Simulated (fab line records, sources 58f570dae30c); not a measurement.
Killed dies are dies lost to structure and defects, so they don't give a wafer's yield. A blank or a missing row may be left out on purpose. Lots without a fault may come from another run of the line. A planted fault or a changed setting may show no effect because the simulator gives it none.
Split-lot experiment | flow berkeley_cmos170 | 5 lots, 27 wafers read, on a route of 331 steps

THE SPLIT
At UCB170_PLDD_DEVELOP_05 (develop time 45 s), the setting develop_time_s was moved away from the recipe's 45 s on 12 of the 27 wafers read, by -54.2% to +25.9%. The other wafers ran this setting at the recipe's value.

The file shows no step between the split and the reading.

THE READING
cd_nm, in nm, at UCB170_PLDD_CD_MEAS_06 (target cd 1200 nm). Fault-free wafers of this fab line usually give 1199.7 nm, standard deviation 1.5 nm.

wafer  | tool, chamber at the split | develop_time_s as run, s | against the recipe | cd_nm, nm | against lot-mates on the recipe
L075.1 | litho_track-02, 0          | 23.42                    | -48.0%             | 1196.0    | -3.5
L075.2 | litho_track-02, 0          | 45                       | recipe             | 1199.6    | -
L075.3 | litho_track-02, 0          | 45                       | recipe             | 1199.8    | -
L075.4 | litho_track-02, 0          | 23.42                    | -48.0%             | 1194.8    | -4.7
L075.5 | litho_track-02, 0          | 23.42                    | -48.0%             | 1194.1    | -5.4
L075.6 | litho_track-02, 0          | 45                       | recipe             | 1199.0    | -
L076.1 | litho_track-01, 0          | 20.6                     | -54.2%             | 1193.9    | -6.6
L076.2 | litho_track-01, 0          | 20.6                     | -54.2%             | 1194.0    | -6.5
L076.3 | litho_track-01, 0          | 45                       | recipe             | 1201.1    | -
L076.4 | litho_track-01, 0          | 20.6                     | -54.2%             | 1194.3    | -6.2
L076.5 | litho_track-01, 0          | 45                       | recipe             | 1201.3    | -
L076.6 | litho_track-01, 0          | 45                       | recipe             | 1199.2    | -
L082.1 | litho_track-01, 0          | 52.85                    | +17.4%             | 1200.3    | +1.3
L082.2 | litho_track-01, 0          | 45                       | recipe             | 1199.6    | -
L082.3 | litho_track-01, 0          | 52.85                    | +17.4%             | 1200.5    | +1.5
L082.4 | litho_track-01, 0          | 45                       | recipe             | 1197.4    | -
L082.5 | litho_track-01, 0          | 45                       | recipe             | 1199.9    | -
L082.6 | litho_track-01, 0          | 52.85                    | +17.4%             | 1201.3    | +2.3
L081.2 | litho_track-02, 0          | 45                       | recipe             | 1196.9    | -
L081.3 | litho_track-02, 0          | 45                       | recipe             | 1198.1    | -
L081.5 | litho_track-02, 0          | 45                       | recipe             | 1197.7    | -
L083.1 | litho_track-02, 0          | 56.64                    | +25.9%             | 1201.7    | +1.7
L083.2 | litho_track-02, 0          | 45                       | recipe             | 1200.4    | -
L083.3 | litho_track-02, 0          | 56.64                    | +25.9%             | 1201.3    | +1.3
L083.4 | litho_track-02, 0          | 45                       | recipe             | 1198.9    | -
L083.5 | litho_track-02, 0          | 56.64                    | +25.9%             | 1201.7    | +1.7
L083.6 | litho_track-02, 0          | 45                       | recipe             | 1200.6    | -

THE FIT
A straight line over all 27 wafers: cd_nm changes by +0.092 nm for each +1% of develop_time_s; r = +0.92; the points scatter about the line by 1 nm.
The same after taking each lot's own level away (the mean of its wafers on the recipe; 27 wafers): +0.101 nm for each +1%; r = +0.95; scatter 0.83 nm.
On that fit, the largest move of develop_time_s shifts the reading by 5.5 nm.
The lots' own levels span 1197.57 to 1200.53 nm, that is 2.0 times the standard deviation above.
So the lot-to-lot level changes the slope little: the two slopes agree.
Check: with one of the wafers moved furthest among these (-54.2%) left out of the fit, the line predicts -5.46 nm for it against its lot-mates. It came out at -6.63 nm against them.

OTHER SPLITS ON THESE WAFERS
These wafers also went through other splits before the reading. Each is held against what the fit with the lots' levels taken away leaves over:
other split on the same wafers      | wafers away from the commonest value | r with cd_nm (lot level and that fit taken away)
UCB170_NWELL_OXIDATION_01 ox_time_s | 18                                   | -0.24
UCB170_PWELL_CVD_05 time_s          | 18                                   | -0.24

THE FILE'S OWN FIT
cd_nm changes by +0.103 nm for each +1% of develop_time_s, r = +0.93.
